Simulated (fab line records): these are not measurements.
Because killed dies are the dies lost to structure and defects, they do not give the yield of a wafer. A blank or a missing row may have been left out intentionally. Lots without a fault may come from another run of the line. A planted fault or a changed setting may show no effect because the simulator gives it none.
fab line records | flow rit_cmos
[record] lots = 5 wafers = 23
route steps=202 shown ACTIVE@4 NWELL@29 NRETRO@54 PRETRO@72 GATE@84 PLDD@122 M1@202
start_h: start of the lot's first displayed wafer, in hours after the record's first day | wait_h: time in hours since the lot's previous step | " repeats the value in the row above | L1.1+2: a row that stands for several wafers | - no value, or no start given | * or withheld: withheld | < > ~ a bound
route shown NAME@n: names a module that has steps shown in the file, with the first one's number in the route | usual: average and standard deviation across the fault-free wafers | same: alike in all rows | chamber/n: place in a boat | sites: readings site by site | _std_site: their standard deviation | _edge_site: outer sites' mean less inner sites' | radius_mm: how far each site lies from the wafer's centre | mask NAME#n: copy n | behind: the tool/chamber that last shaped the wafer | hold: why the lot was held/for how many hours/how that ended | device: whichever transistor did not switch (one of n, p or np) | end of line: the tests these same wafers got at the end of their route | step lacking rows: just its recipe | killed: at the first sort, the dies lost to defects and structure; wafer yield is something else | map: dies across one wafer; x = killed, . = not, _ = none there
set.NAME: the setting that was run; set.NAME@STEP: the one run at that earlier step | model.NAME: the simulator's own value behind a step, which no gauge read
lots where settings were altered on purpose, with a table for each step and a row for each wafer
[[steps]]
[step RIT_ACTIVE_CVD_03]
[recipe] material = Si3N4 target_thk_nm = 150 temp_c = 810 precursor = SiH2Cl2/NH3 time_s = 1500 pressure_mtorr = 300 sih2cl2_flow_sccm = 60 nh3_flow_sccm = 150
// columns lot.wafer tool chamber start_h wait_h set.time_s model.Si3N4_of_ACTIVE_CVD_03.thk_nm
L075.1+6 - - - 0.1 1590 158.4
L075.3 " - " " 1590 159.2
L075.4+5 " - " " 1590 158.7
L076.1 - - - 0.1 1607 160
L076.2 " - " " 1607 159.5
L076.3 " - " " 1607 160.2
L076.4 " - " " 1607 159.1
L076.5 " - " " 1607 159.2
L079.1 - - - 0.1 1281 127.5
L079.2 " - " " 1281 128.3
L079.3 " - " " 1281 127.3
L079.5 " - " " 1281 127.6
L079.6 " - " " 1281 126.7
L082.1 - - - 0.1 1315 130.9
L082.2+4+6 " - " " 1315 130.1
L082.3 " - " " 1315 131.2
L085.1 lpcvd-02 0 67.11 0.1 1500 146.4
L085.5 " 0 " " 1500 147.4
L085.6 " 0 " " 1500 146.9
[step RIT_ACTIVE_THK_MEAS_04]
[recipe] reads = Si3N4_of_ACTIVE_CVD_03
[usual] ACTIVE_NITRIDE_THK = 149.6/1.3
// columns lot.wafer tool chamber start_h wait_h set.time_s@ACTIVE_CVD_03 ACTIVE_NITRIDE_THK[nm]
L075.1 film_metro-04 - - - 1590 158.4
L075.3 " - " " 1590 159.3
L075.4 " - " " 1590 158.9
L075.5 " - " " 1590 158.8
L075.6 " - " " 1590 158.3
L076.1 film_metro-04 - - - 1607 160.0
L076.2 " - " " 1607 159.4
L076.3 " - " " 1607 160.2
L076.4 " - " " 1607 159.2
L076.5 " - " " 1607 159.1
L079.1 film_metro-01 - - - 1281 127.6
L079.2 " - " " 1281 128.3
L079.3 " - " " 1281 127.4
L079.5 " - " " 1281 127.6
L079.6 " - " " 1281 126.7
L082.1 film_metro-03 - - - 1315 131.1
L082.2 " - " " 1315 130.2
L082.3 " - " " 1315 131.2
L082.4 " - " " 1315 130.0
L082.6 " - " " 1315 130.2
L085.1 film_metro-03 - 68.53 0.0 1500 146.3
L085.5 " - " " 1500 147.4
L085.6 " - " " 1500 147.0
[step RIT_ACTIVE_DEVELOP_10]
[recipe] resist = NOVOLAK develop_time_s = 50 dev_temp_c = 23
// columns lot.wafer tool chamber start_h wait_h set.develop_time_s
L075.1+3+4+5+6 litho_track-01 0 - - 50
L076.1+2+3+4+5 litho_track-04 0 - - 50
L079.1+2+5 litho_track-01 0 - - 50
L079.3+6 " 0 " " 53.96
L082.1+4 litho_track-01 0 - - 50
L082.2+3+6 " 0 " " 56.76
L085.1+5+6 litho_track-04 0 - - 50
[step RIT_ACTIVE_CD_MEAS_11]
[recipe] target_cd_nm = 1400
[usual] cd_nm = 1400.7/1.5
// columns lot.wafer tool chamber start_h wait_h set.develop_time_s@ACTIVE_DEVELOP_10 cd_nm
L075.1 cd_sem-02 - 19.44 - 50 1401.4
L075.3 " - " " 50 1402.2
L075.4 " - " " 50 1400.0
L075.5 " - " " 50 1401.9
L075.6 " - " " 50 1403.2
L076.1 cd_sem-01 - 24.44 - 50 1400.6
L076.2 " - " " 50 1400.6
L076.3 " - " " 50 1398.6
L076.4 " - " " 50 1401.9
L076.5 " - " " 50 1400.6
L079.1 cd_sem-02 - 39.44 - 50 1399.4
L079.2 " - " " 50 1398.7
L079.3 " - " " 53.96 1389.5
L079.5 " - " " 50 1399.0
L079.6 " - " " 53.96 1390.4
L082.1 cd_sem-02 - 54.56 - 50 1399.4
L082.2 " - " " 56.76 1387.6
L082.3 " - " " 56.76 1388.0
L082.4 " - " " 50 1399.4
L082.6 " - " " 56.76 1386.9
L085.1 cd_sem-02 - 69.56 - 50 1403.2
L085.5 " - " " 50 1400.4
L085.6 " - " " 50 1401.3
[step RIT_ACTIVE_ETCH_13]
[recipe] stop_on = SiO2 chemistry = SF6 target = Si3N4 time_s = 210 over_etch_frac = 0.4 SF6_flow_sccm = 200 pressure_mtorr = 260 rf_w = 125 target_depth_a = 2100
// columns lot.wafer tool chamber start_h wait_h set.time_s set.time_s@ACTIVE_CVD_03 model.etch.depth_nm model.NOVOLAK_of_ACTIVE_COAT_06.thk_nm model.ACTIVE.feature_depth_nm
L075.1 rie_diel-04 3 19.71 0.1 210 1590 158.4 659 158.4
L075.3 " 0 " " 210 1590 - 662.7 159.2
L075.4 " 3 " " 184.5 1590 158.7 693.2 158.7
L075.5 " 1 " " 184.5 1590 - 683.8 158.7
L075.6 " 0 " " 184.5 1590 - 691.5 158.4
L076.1 rie_diel-04 1 24.71 0.1 210 1607 160 653.6 162.1
L076.2 " 0 " " 210 1607 159.5 660.6 159.5
L076.3 " 3 " " 210 1607 - 661 160.2
L076.4 " 3 " " 210 1607 - 660.8 159.1
L076.5 " 0 " " 210 1607 - 662.4 159.2
L079.1 rie_diel-01 3 39.71 0.1 210 1281 127.5 665.6 127.5
L079.2 " 2 " " 194 1281 128.3 674.6 128.3
L079.3 " 0 " " 194 1281 127.3 673.7 127.3
L079.5 " 3 " " 210 1281 127.6 664.4 127.6
L079.6 " 2 " " 210 1281 126.7 658.4 126.7
L082.1 rie_diel-04 3 54.83 0.1 200.5 1315 130.9 671.2 130.9
L082.2 " 1 " " 210 1315 130.1 656.3 132.2
L082.3 " 0 " " 210 1315 131.2 662.3 131.2
L082.4 " 2 " " 200.5 1315 130.1 665.4 130.1
L082.6 " 2 " " 200.5 1315 130.1 670.8 130.1
L085.1 rie_diel-04 0 69.83 0.1 210 1500 146.4 662.7 146.4
L085.5 " 2 " " 210 1500 147.4 657.4 147.4
L085.6 " 0 " " 210 1500 146.9 667.2 146.9
[step RIT_ACTIVE_STRIP_14]
[recipe] chemistry = O2 time_s = 180 resist = NOVOLAK platen_temp_c = withheld power_w = 500 pressure_mtorr = 4000 o2_flow_sccm = 4000
[step RIT_ACTIVE_CD_MEAS_90]
[recipe] target_cd_nm = 1400
[usual] cd_nm = 1400.7/1.5
// columns lot.wafer tool chamber start_h wait_h set.develop_time_s@ACTIVE_DEVELOP_10 cd_nm
L075.1 cd_sem-02 - 20.02 0.1 50 1401.2
L075.3 " - " " 50 1402.0
L075.4 " - " " 50 1400.5
L075.5 " - " " 50 1402.5
L075.6 " - " " 50 1403.8
L076.1 cd_sem-01 - 25.02 0.1 50 1401.3
L076.2 " - " " 50 1400.2
L076.3 " - " " 50 1398.8
L076.4 " - " " 50 1401.7
L076.5 " - " " 50 1400.5
L079.1 cd_sem-02 - 40.02 0.1 50 1399.6
L079.2 " - " " 50 1398.8
L079.3 " - " " 53.96 1389.7
L079.5 " - " " 50 1398.5
L079.6 " - " " 53.96 1390.1
L082.1 cd_sem-01 - 55.14 0.1 50 1399.1
L082.2 " - " " 56.76 1387.9
L082.3 " - " " 56.76 1388.2
L082.4 " - " " 50 1399.0
L082.6 " - " " 56.76 1386.6
L085.1 cd_sem-02 - 70.21 0.1 50 1403.2
L085.5 " - " " 50 1400.8
L085.6 " - " " 50 1400.7
[step RIT_NWELL_COAT_01]
[recipe] resist = NOVOLAK spin_rpm = 2000 resist_thk_nm = 1300
// columns lot.wafer tool chamber start_h wait_h set.spin_rpm model.NOVOLAK_of_NWELL_COAT_01.thk_nm
L075.1 litho_track-01 0 24.42 0.1 2000 1295
L075.3+6 " 0 " " 2000 1293
L075.4 " 0 " " 2000 1292
L075.5 " 0 " " 2000 1294
L076.1 litho_track-04 0 31.19 0.1 2000 1304
L076.2 " 0 " " 1858 1360
L076.3 " 0 " " 1858 1359
L076.4+5 " 0 " " 2000 1308
L079.1+5 litho_track-01 0 44.40 0.1 2000 1302
L079.2 " 0 " " 2000 1304
L079.3 " 0 " " 2000 1303
L079.6 " 0 " " 2000 1307
L082.1 litho_track-02 0 60.08 0.1 2150 1254
L082.2+4 " 0 " " 2000 1301
L082.3 " 0 " " 2150 1253
L082.6 " 0 " " 2000 1300
L085.1+6 litho_track-04 0 74.59 0.1 2000 1305
L085.5 " 0 " " 2000 1304
[step RIT_NWELL_SOFTBAKE_02]
[recipe] resist = NOVOLAK temp_c = 90 time_s = 60
[step RIT_NWELL_EXPOSE_03]
[recipe] mask_id = M2 na = 0.57 target_cd_nm = 43900 dose_mj = 250
[step RIT_NWELL_DEVELOP_05]
[recipe] resist = NOVOLAK develop_time_s = 68 dev_temp_c = 23
[step RIT_NWELL_HARDBAKE_07]
[recipe] resist = NOVOLAK temp_c = 140 time_s = 120
// columns lot.wafer tool chamber start_h wait_h set.spin_rpm@NWELL_COAT_01 model.NOVOLAK_of_NWELL_COAT_01.thk_nm
L075.1 litho_track-01 0 25.18 0.0 2000 1133
L075.3+6 " 0 " " 2000 1131
L075.4 " 0 " " 2000 1130
L075.5 " 0 " " 2000 1132
L076.1 litho_track-04 0 32.04 0.1 2000 1141
L076.2+3 " 0 " " 1858 1188
L076.4+5 " 0 " " 2000 1144
L079.1 litho_track-02 0 45.16 0.0 2000 1138
L079.2 " 0 " " 2000 1140
L079.3+5 " 0 " " 2000 1139
L079.6 " 0 " " 2000 1143
L082.1 litho_track-02 0 60.84 0.0 2150 1097
L082.2+4 " 0 " " 2000 1138
L082.3 " 0 " " 2150 1096
L082.6 " 0 " " 2000 1137
L085.1 litho_track-01 0 75.36 0.0 2000 1142
L085.5+6 " 0 " " 2000 1141
[step RIT_NRETRO_COAT_01]
[recipe] resist = NOVOLAK spin_rpm = 2000 resist_thk_nm = 1300
// columns lot.wafer tool chamber start_h wait_h set.spin_rpm model.NOVOLAK_of_NRETRO_COAT_01.thk_nm
L075.1 litho_track-02 0 33.42 0.1 1918 1325
L075.3 " 0 " " 1918 1328
L075.4 " 0 " " 1918 1329
L075.5 " 0 " " 2000 1300
L075.6 " 0 " " 2000 1302
L076.1+3+5 litho_track-03 0 39.86 0.1 2000 1302
L076.2+4 " 0 " " 2000 1304
L079.1+2 litho_track-04 0 52.95 0.1 2000 1298
L079.3 " 0 " " 2000 1295
L079.5 " 0 " " 2000 1299
L079.6 " 0 " " 2000 1301
L082.1 litho_track-03 0 69.50 0.1 2000 1303
L082.2+6 " 0 " " 2052 1288
L082.3 " 0 " " 2000 1301
L082.4 " 0 " " 2000 1305
L085.1+6 litho_track-03 0 83.24 0.1 2000 1306
L085.5 " 0 " " 2000 1305
[step RIT_NRETRO_SOFTBAKE_02]
[recipe] resist = NOVOLAK temp_c = 90 time_s = 60
[step RIT_NRETRO_EXPOSE_03]
[recipe] mask_id = M4 na = 0.57 target_cd_nm = 43900 dose_mj = 250
[step RIT_NRETRO_DEVELOP_05]
[recipe] resist = NOVOLAK develop_time_s = 68 dev_temp_c = 23
[step RIT_NRETRO_HARDBAKE_07]
[recipe] resist = NOVOLAK temp_c = 140 time_s = 120
// columns lot.wafer tool chamber start_h wait_h set.spin_rpm@NRETRO_COAT_01 model.NOVOLAK_of_NRETRO_COAT_01.thk_nm
L075.1 litho_track-03 0 34.21 0.0 1918 1159
L075.3 " 0 " " 1918 1161
L075.4 " 0 " " 1918 1162
L075.5 " 0 " " 2000 1137
L075.6 " 0 " " 2000 1138
L076.1+3+5 litho_track-02 0 40.76 0.0 2000 1138
L076.2 " 0 " " 2000 1141
L076.4 " 0 " " 2000 1140
L079.1+2 litho_track-04 0 53.84 0.0 2000 1135
L079.3 " 0 " " 2000 1132
L079.5 " 0 " " 2000 1136
L079.6 " 0 " " 2000 1138
L082.1 litho_track-03 0 70.27 0.0 2000 1139
L082.2 " 0 " " 2052 1127
L082.3 " 0 " " 2000 1138
L082.4 " 0 " " 2000 1141
L082.6 " 0 " " 2052 1126
L085.1+6 litho_track-03 0 84.00 0.0 2000 1142
L085.5 " 0 " " 2000 1141
[step RIT_NRETRO_IMPLANT_08]
[recipe] species = P energy_kev = 70 dose_cm2 = 1e+13 tilt_deg = 7
// columns lot.wafer tool chamber start_h wait_h set.energy_kev model.implant.rp_nm model.implant.drp_nm
L075.1+3+6 implanter-02 0 34.46 0.2 71.71 90.03 34.63
L075.4+5 " 0 " " 70 87.83 33.94
L076.1+2+3+4+5 implanter-01 0 41.01 0.2 70 83.73 33.94
L079.1+2+6 implanter-01 0 54.09 0.2 70 83.23 33.94
L079.3+5 " 0 " " 66.16 78.54 32.34
L082.1+2+3+4+6 implanter-02 0 70.52 0.2 70 84.84 33.94
L085.1+5+6 implanter-01 0 84.25 0.2 70 87.4 33.94
[step RIT_PRETRO_IMPLANT_08]
[recipe] species = B energy_kev = 45 dose_cm2 = 1.2e+13 tilt_deg = 7
// columns lot.wafer tool chamber start_h wait_h set.energy_kev model.implant.rp_nm model.implant.drp_nm
L075.1+4+6 implanter-01 0 36.02 0.2 47.01 151.5 56.51
L075.3+5 " 0 " " 45 145.4 55.07
L076.1+3 implanter-04 0 42.71 0.2 45 142.7 55.07
L076.2+4+5 " 0 " " 45.99 145.7 55.79
L079.1+2+3+5+6 implanter-04 0 55.76 0.2 45 140.8 55.07
L082.1+2+3+4+6 implanter-04 0 72.17 0.2 45 149.3 55.07
L085.1+5+6 implanter-01 0 85.93 0.2 45 145.8 55.07
[step RIT_GATE_CVD_08]
[recipe] material = poly-Si target_thk_nm = 250 temp_c = 610 precursor = SiH4 time_s = 2220 pressure_mtorr = 300 sih4_flow_sccm = 100
// columns lot.wafer tool chamber start_h wait_h set.temp_c model.poly-Si_of_GATE_CVD_08.thk_nm
L075.1 - - - 0.1 601.2 201.4
L075.3 " - " " 601.2 202.3
L075.4 " - " " 601.2 200
L075.5 " - " " 601.2 198.4
L075.6 " - " " 601.2 199.8
L076.1 - - - 0.1 592.6 166.5
L076.2+5 " - " " 592.6 165.4
L076.3 " - " " 592.6 164.6
L076.4 " - " " 592.6 164.7
L079.1 - - - 0.1 601.1 203.6
L079.2 " - " " 601.1 198.5
L079.3 " - " " 601.1 200.8
L079.5 " - " " 601.1 201.5
L079.6 " - " " 601.1 201.9
L082.1 - - - 0.1 623.3 339.4
L082.2 " - " " 623.3 336.3
L082.3 " - " " 623.3 340.7
L082.4 " - " " 623.3 339.3
L082.6 " - " " 623.3 340
L085.1 lpcvd-01 1 88.38 0.1 610 253.8
L085.5 " 1 " " 610 257.5
L085.6 " 1 " " 610 255.3
[step RIT_GATE_THK_MEAS_09]
[recipe] reads = poly-Si_of_GATE_CVD_08
[usual] GATE_POLY_THK = 250/3.4
// columns lot.wafer tool chamber start_h wait_h set.temp_c@GATE_CVD_08 GATE_POLY_THK[nm]
L075.1 film_metro-02 - - - 601.2 201
L075.3 " - " " 601.2 202
L075.4 " - " " 601.2 200
L075.5 " - " " 601.2 198
L075.6 " - " " 601.2 200
L076.1 film_metro-02 - - - 592.6 166
L076.2 " - " " 592.6 165
L076.3 " - " " 592.6 165
L076.4 " - " " 592.6 165
L076.5 " - " " 592.6 165
L079.1 film_metro-02 - - - 601.1 203
L079.2 " - " " 601.1 199
L079.3 " - " " 601.1 201
L079.5 " - " " 601.1 201
L079.6 " - " " 601.1 202
L082.1 film_metro-03 - - - 623.3 340
L082.2 " - " " 623.3 336
L082.3 " - " " 623.3 341
L082.4 " - " " 623.3 339
L082.6 " - " " 623.3 340
L085.1 film_metro-02 - 89.99 0.0 610 254
L085.5 " - " " 610 257
L085.6 " - " " 610 255
[step RIT_GATE_DEVELOP_15]
[recipe] resist = NOVOLAK develop_time_s = 50 dev_temp_c = 23
// columns lot.wafer tool chamber start_h wait_h set.develop_time_s
L075.1+4+5 litho_track-04 0 - - 50
L075.3+6 " 0 " " 56.77
L076.1+2 litho_track-02 0 - - 46.51
L076.3+4+5 " 0 " " 50
L079.1+3+6 litho_track-01 0 - - 50
L079.2+5 " 0 " " 55.16
L082.1+4 litho_track-04 0 - - 50
L082.2+3+6 " 0 " " 45.38
L085.1+5+6 litho_track-04 0 - - 50
[step RIT_GATE_HARDBAKE_18]
[recipe] resist = NOVOLAK temp_c = 140 time_s = 60
[step RIT_GATE_ETCH_19]
[recipe] chemistry = SF6/CHF3/O2 time_s = 165 SF6_flow_sccm = 30 CHF3_flow_sccm = 30 O2_flow_sccm = 5 target = poly-Si pressure_mtorr = 40 rf_w = 160 target_depth_a = 3125 over_etch_frac = 0.25 stop_on = SiO2
[usual] oes_product_au = 0.846/0.018
// columns lot.wafer tool chamber start_h wait_h set.temp_c@GATE_CVD_08 set.develop_time_s@GATE_DEVELOP_15 oes_product_au model.GATE.feature_depth_nm model.etch.depth_nm model.GATE.cd_nm
L075.1 rie_si-01 2 41.27 0.1 601.2 50 0.733 201.4 201.4 147.6
L075.3 " 0 " " 601.2 56.77 0.729 202.3 - -
L075.4 " 1 " " 601.2 50 0.745 200 200 149.3
L075.5 " 2 " " 601.2 50 0.714 198.4 - 146.3
L075.6 " 3 " " 601.2 56.77 0.733 199.8 - -
L076.1 rie_si-02 2 48.56 0.1 592.6 46.51 0.632 166.5 166.5 165
L076.2 " 1 " " 592.6 46.51 0.653 165.4 165.4 164.6
L076.3 " 3 " " 592.6 50 0.644 164.6 - 151.2
L076.4 " 0 " " 592.6 50 0.629 164.7 - 150.1
L076.5 " 2 " " 592.6 50 0.622 165.4 - 150.7
L079.1 rie_si-01 0 60.99 0.1 601.1 50 0.727 203.6 203.6 152.6
L079.2 " 1 " " 601.1 55.16 0.741 198.5 198.5 -
L079.3 " 2 " " 601.1 50 0.731 200.8 200.8 153.9
L079.5 " 1 " " 601.1 55.16 0.752 201.5 201.5 135.1
L079.6 " 0 " " 601.1 50 0.722 201.9 201.9 151.2
L082.1 rie_si-02 0 77.37 0.1 623.3 50 0.942 297 297 151.6
L082.2 " 1 " " 623.3 45.38 1.041 321.6 321.6 169.8
L082.3 " 2 " " 623.3 45.38 0.977 314.2 314.2 167.9
L082.4 " 3 " " 623.3 50 1.000 313.7 313.7 152.2
L082.6 " 0 " " 623.3 45.38 0.948 303.3 303.3 170.3
L085.1 rie_si-01 3 91.21 0.1 610 50 0.864 253.8 253.8 151.6
L085.5 " 0 " " 610 50 0.851 257.5 257.5 149.5
L085.6 " 1 " " 610 50 0.885 255.3 255.3 149.8
[step RIT_PLDD_IMPLANT_08]
[recipe] species = BF2 energy_kev = 20 dose_cm2 = 9e+14 tilt_deg = 7
// columns lot.wafer tool chamber start_h wait_h set.energy_kev model.implant.rp_nm model.implant.drp_nm
L075.1+3+4+5+6 implanter-02 0 47.39 0.1 20 17.67 9.752
L076.1+2+3+4+5 implanter-03 0 54.52 0.1 20 17.19 9.752
L079.1+5 implanter-02 0 68.06 0.1 20 17 9.752
L079.2+3+6 " 0 " " 19.07 16.38 9.431
L082.1+2+6 implanter-02 0 83.38 0.1 18.92 16.01 9.379
L082.3+4 " 0 " " 20 16.72 9.752
L085.1+5+6 implanter-03 0 97.29 0.1 20 16.9 9.752
[step RIT_PLDD_STRIP_09]
[recipe] chemistry = O2 time_s = 180 resist = NOVOLAK platen_temp_c = withheld power_w = 500 pressure_mtorr = 4000 o2_flow_sccm = 4000
[step RIT_PLDD_TW_MEAS_10]
[usual] PLDD_TW = 2387/16
// columns lot.wafer tool chamber start_h wait_h set.energy_kev@PLDD_IMPLANT_08 PLDD_TW
L075.1 film_metro-01 - 47.72 0.1 20 2377
L075.3 " - " " 20 2390
L075.4 " - " " 20 2375
L075.5 " - " " 20 2382
L075.6 " - " " 20 2384
L076.1 film_metro-01 - 54.85 0.1 20 2382
L076.2 " - " " 20 2390
L076.3 " - " " 20 2386
L076.4 " - " " 20 2384
L076.5 " - " " 20 2400
L079.1 film_metro-04 - 68.39 0.1 20 2398
L079.2 " - " " 19.07 2366
L079.3 " - " " 19.07 2378
L079.5 " - " " 20 2419
L079.6 " - " " 19.07 2363
L082.1 film_metro-04 - 83.71 0.1 18.92 2362
L082.2 " - " " 18.92 2342
L082.3 " - " " 20 2390
L082.4 " - " " 20 2381
L082.6 " - " " 18.92 2350
L085.1 film_metro-01 - 97.62 0.1 20 2389
L085.5 " - " " 20 2400
L085.6 " - " " 20 2381
[step RIT_M1_PROBE_99]
// columns lot.wafer tool chamber start_h wait_h set.develop_time_s@GATE_DEVELOP_15 model.etest.nmos_0p3.r_on_ohm_um model.etest.pmos_0p15.r_on_ohm_um model.etest.pmos_0p3.r_on_ohm_um model.etest.pmos_turned.r_on_ohm_um
L075.1 prober-01 - 61.43 0.1 50 2017 2389 5816 2760
L075.3 prober-01 - 61.53 0.2 56.77 1912 1907 5344 2294
L075.4 prober-01 - 61.58 0.2 50 2051 2509 6058 2900
L075.5 prober-01 - 61.63 0.2 50 2087 2519 6014 2882
L075.6 prober-01 - 61.68 0.2 56.77 1932 2099 5539 2504
L079.1 prober-01 - 82.18 0.1 50 2191 2910 6610 3370
L079.2 prober-01 - 82.23 0.1 55.16 2030 2459 6184 2919
L079.3 prober-01 - 82.28 0.2 50 2167 3009 6561 3478
L079.5 prober-01 - 82.38 0.2 55.16 2086 2470 6138 2938
L079.6 prober-01 - 82.43 0.2 50 2205 3003 6672 3465
L082.1+4 prober-02 - 97.37 0.1 50 - - - -
L082.2+3+6 prober-02 - 97.42 0.1 45.38 - - - -
L085.1 prober-01 - 111.51 0.1 50 2205 2874 6443 3699
L085.5 prober-01 - 111.71 0.2 50 2208 2851 6441 3634
L085.6 prober-01 - 111.76 0.2 50 2225 2881 6474 3640
// killed by level:class
L085.1 GATE:geometric_particle:short=2 SILICIDE:geometric_particle:short=1
L085.5 GATE:geometric_particle:open=1 SPACER:geometric_particle:short=1
L085.6 GATE:geometric_particle:open=2 FOX1:geometric_particle:short=1 GATE:geometric_particle:short=1 REOX:geometric_particle:open=1
[[key]]
[split] step = RIT_ACTIVE_CVD_03 setting = time_s stated = 1500 by = lot
[response] step = RIT_ACTIVE_CVD_03 reading = model.Si3N4_of_ACTIVE_CVD_03.thk_nm change = +1.49 per = 1% r = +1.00
[response] step = RIT_ACTIVE_THK_MEAS_04 reading = ACTIVE_NITRIDE_THK change = +1.49 per = 1% r = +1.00
[response] step = RIT_ACTIVE_ETCH_13 reading = model.etch.depth_nm change = +1.47 per = 1% r = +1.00
[response] step = RIT_ACTIVE_ETCH_13 reading = model.ACTIVE.feature_depth_nm change = +1.49 per = 1% r = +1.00
[split] step = RIT_ACTIVE_DEVELOP_10 setting = develop_time_s stated = 50 by = wafer
[response] step = RIT_ACTIVE_CD_MEAS_11 reading = cd_nm change = -0.947 per = 1% r = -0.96
[response] step = RIT_ACTIVE_CD_MEAS_90 reading = cd_nm change = -0.928 per = 1% r = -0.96
[split] step = RIT_ACTIVE_ETCH_13 setting = time_s stated = 210 by = wafer
[response] step = RIT_ACTIVE_ETCH_13 reading = model.NOVOLAK_of_ACTIVE_COAT_06.thk_nm change = -2.12 per = 1% r = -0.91
[split] step = RIT_NWELL_COAT_01 setting = spin_rpm stated = 2000 by = wafer
[response] step = RIT_NWELL_COAT_01 reading = model.NOVOLAK_of_NWELL_COAT_01.thk_nm change = -6.82 per = 1% r = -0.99
[response] step = RIT_NWELL_HARDBAKE_07 reading = model.NOVOLAK_of_NWELL_COAT_01.thk_nm change = -5.87 per = 1% r = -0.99
[split] step = RIT_NRETRO_COAT_01 setting = spin_rpm stated = 2000 by = wafer
[response] step = RIT_NRETRO_COAT_01 reading = model.NOVOLAK_of_NRETRO_COAT_01.thk_nm change = -6.27 per = 1% r = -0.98
[response] step = RIT_NRETRO_HARDBAKE_07 reading = model.NOVOLAK_of_NRETRO_COAT_01.thk_nm change = -5.4 per = 1% r = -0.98
[split] step = RIT_NRETRO_IMPLANT_08 setting = energy_kev stated = 70 by = wafer
[response] step = RIT_NRETRO_IMPLANT_08 reading = model.implant.rp_nm change = +0.863 per = 1% r = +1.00
[response] step = RIT_NRETRO_IMPLANT_08 reading = model.implant.drp_nm change = +0.29 per = 1% r = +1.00
[split] step = RIT_PRETRO_IMPLANT_08 setting = energy_kev stated = 45 by = wafer
[response] step = RIT_PRETRO_IMPLANT_08 reading = model.implant.rp_nm change = +1.37 per = 1% r = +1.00
[response] step = RIT_PRETRO_IMPLANT_08 reading = model.implant.drp_nm change = +0.322 per = 1% r = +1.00
[split] step = RIT_GATE_CVD_08 setting = temp_c stated = 610 by = lot
[response] step = RIT_GATE_CVD_08 reading = model.poly-Si_of_GATE_CVD_08.thk_nm change = +35.5 per = 1% r = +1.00
[response] step = RIT_GATE_THK_MEAS_09 reading = GATE_POLY_THK change = +35.5 per = 1% r = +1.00
[response] step = RIT_GATE_ETCH_19 reading = oes_product_au change = +0.0697 per = 1% r = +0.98
[response] step = RIT_GATE_ETCH_19 reading = model.GATE.feature_depth_nm change = +29.5 per = 1% r = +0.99
[response] step = RIT_GATE_ETCH_19 reading = model.etch.depth_nm change = +29.5 per = 1% r = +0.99
[split] step = RIT_GATE_DEVELOP_15 setting = develop_time_s stated = 50 by = wafer
[response] step = RIT_GATE_ETCH_19 reading = model.GATE.cd_nm change = -1.85 per = 1% r = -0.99
[response] step = RIT_M1_PROBE_99 reading = model.etest.pmos_turned.r_on_ohm_um change = -39.1 per = 1% r = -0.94
[response] step = RIT_M1_PROBE_99 reading = model.etest.pmos_0p3.r_on_ohm_um change = -40.5 per = 1% r = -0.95
[response] step = RIT_M1_PROBE_99 reading = model.etest.pmos_0p15.r_on_ohm_um change = -40.1 per = 1% r = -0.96
[response] step = RIT_M1_PROBE_99 reading = model.etest.nmos_0p3.r_on_ohm_um change = -10.7 per = 1% r = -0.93
[split] step = RIT_PLDD_IMPLANT_08 setting = energy_kev stated = 20 by = wafer
[response] step = RIT_PLDD_IMPLANT_08 reading = model.implant.rp_nm change = +0.132 per = 1% r = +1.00
[response] step = RIT_PLDD_IMPLANT_08 reading = model.implant.drp_nm change = +0.0691 per = 1% r = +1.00
[response] step = RIT_PLDD_TW_MEAS_10 reading = PLDD_TW change = +7.3 per = 1% r = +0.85
